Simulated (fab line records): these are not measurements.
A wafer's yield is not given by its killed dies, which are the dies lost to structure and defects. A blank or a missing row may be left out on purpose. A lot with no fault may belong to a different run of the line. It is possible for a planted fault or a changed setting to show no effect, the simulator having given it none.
Chamber matching || flow berkeley-cmos170 || UCB170_V1_CMP_02 on cmp-01 has 4 sister chambers
The step polishes SiO2. 4 wafers are shown with their chamber, then 7 later ones without.

## WAFERS PAIRED WITH THEIR CHAMBERS
{"wafer": "L523.5", "chamber": 0, "motor-current-A (A)": 12.9}
{"wafer": "L523.6", "chamber": 1, "motor-current-A (A)": 19.5}
{"wafer": "L529.2", "chamber": 2, "motor-current-A (A)": 15.5}
{"wafer": "L529.5", "chamber": 3, "motor-current-A (A)": 14.9}

## WAFERS WHOSE CHAMBER IS MISSING
{"wafer": "L529.6", "motor-current-A (A)": 13.6}
{"wafer": "L535.1", "motor-current-A (A)": 20.0}
{"wafer": "L535.2", "motor-current-A (A)": 15.3}
{"wafer": "L535.6", "motor-current-A (A)": 14.7}
{"wafer": "L537.1", "motor-current-A (A)": 13.1}
{"wafer": "L537.2", "motor-current-A (A)": 16.1}
{"wafer": "L537.6", "motor-current-A (A)": 19.6}

## WHICH CHAMBER EACH ONE RAN IN
{"wafer": "L529.6", "from the rows above": "can't be placed: 0 or 3", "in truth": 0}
{"wafer": "L535.1", "from the rows above": 1, "in truth": 1}
{"wafer": "L535.2", "from the rows above": "can't be placed: 2 or 3", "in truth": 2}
{"wafer": "L535.6", "from the rows above": "can't be placed: 3 or 2", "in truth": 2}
{"wafer": "L537.1", "from the rows above": 0, "in truth": 0}
{"wafer": "L537.2", "from the rows above": "can't be placed: 2 or 3", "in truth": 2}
{"wafer": "L537.6", "from the rows above": 1, "in truth": 1}
Correct placement for 3 of the 7. Not placeable from these rows: 4 (in 4, the candidates include the true chamber). Placed wrongly: 0.
How it was worked out, from the rows above alone: a wafer's distance from a chamber is the root of the sum, over the readings, of the square of ((its reading less the chamber's mean) divided by the reading's scatter). The wafer belongs to the nearest chamber; if the next one is less than 2 further off, it can't be placed. The mean given for a chamber averages the wafers shown for that chamber. The scatter: with one shown wafer a chamber, the root of the mean of the squares of how far each hidden wafer lies from its nearest shown one.
